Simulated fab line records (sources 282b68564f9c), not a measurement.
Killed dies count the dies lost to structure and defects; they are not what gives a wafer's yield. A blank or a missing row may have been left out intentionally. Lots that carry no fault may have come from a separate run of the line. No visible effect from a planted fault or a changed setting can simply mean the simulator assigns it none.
Code-filled problem report in 8D (eight disciplines) form	flow rit-cmos	the parts of the form that need people (team, actions taken, sign-off) are left out

## 1. PROBLEM STATEMENT
Wafers free of any fault read 2140 (standard deviation 22) for NWELL_TW at RIT_NWELL_TW_MEAS_10, against a mean of 2001 on 6 wafers of 2 lots. Measured from the usual mean, that is -6.3 standard deviations.
First observed at day 4 10:44: wafer L797.4, on film-metro-04. The record has a number at this step for 42 wafers belonging to 14 lots. By rule, "out" or "out of limits" means more than 4 standard deviations away from the usual mean. Any other wafer with a number is counted as sound.

## 2. WHAT IT IS; WHAT IT IS NOT
question	is	is not
which readings at this step	NWELL_TW	-
which lots	L797, L802	L787, L788, L789, L791, L793, L794, L795, L796, L801, L804, L805, L806
which wafers of those lots	all that have a number	-
read on which gauges	film-metro-01, film-metro-04	film-metro-03
when	from day 4 10:44	up to then (24 sound wafers); but 12 sound wafers of L801, L804, L805, L806 came after

## 3. THE SUSPECTS, EACH WITH WHAT RULES IT OUT
Counting: any tool at a process step up to the reading is kept as a suspect provided that every lot that is out went through it and no sound lot did after the first of them.
- the gauge at RIT_NWELL_TW_MEAS_10 has been ruled out. The wafers that are out were read on 2 gauges (film-metro-01, film-metro-04).
- implanter-04 at RIT_NWELL_IMPLANT_08: kept. Every lot that is out went through it, starting with L797 (day 4 10:28), and after that it ran no sound lot; the last sound lot it ran before then is L796 (day 4 04:39). On those wafers its own readings are out: beam-energy-keV.
After counting, what remains is implanter-04 at RIT_NWELL_IMPLANT_08.

## 4. THE CAUSE (what the simulator had put in)
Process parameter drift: implanter-04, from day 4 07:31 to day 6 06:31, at RIT_NWELL_IMPLANT_08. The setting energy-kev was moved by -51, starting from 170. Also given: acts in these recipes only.
The count eliminated every tool but this one.

## 5. THE EFFECT CHAIN, in route order
One row per reading whose mean, taken over the struck wafers that have a number, lies over 3 standard deviations from the usual. Readings are gone through only where the record gives a usual standard deviation; hours: the median, over the lots, of the time from a lot's start at the first step in this table giving one to that lot's start at this step; sigmas: the change measured in usual standard deviations.
hours	step	reading	usual	on struck wafers	change	sigmas
0	RIT_NWELL_IMPLANT_08	beam-energy-keV	169.99	118.99	-51.00	-99 or more
0	RIT_NWELL_TW_MEAS_10	NWELL_TW	2140	2001	-139	-6.3
Its process steps:
- RIT_NWELL_IMPLANT_08
Later measuring or inspecting steps at which every struck wafer that the step has a row for has a number for every such reading, and none has moved that far: RIT_WELLDRIVE_RS_MEAS_01.

## 6. WHAT WOULD HAVE CAUGHT IT SOONER
In this record the first reading out of limits at a measuring or inspecting step was taken at day 4 10:44, 3 hours after the fault began at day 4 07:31.
At RIT_NWELL_IMPLANT_08, the tool's own readings (beam-energy-keV) were out on each struck wafer the step has a row for, so an alarm limit on them would have fired on the first such wafer.
Lots out: 2; of these, L802 started RIT_NWELL_IMPLANT_08 on implanter-04 after day 4 10:44. Had the tool been put on hold then, it would have been spared.
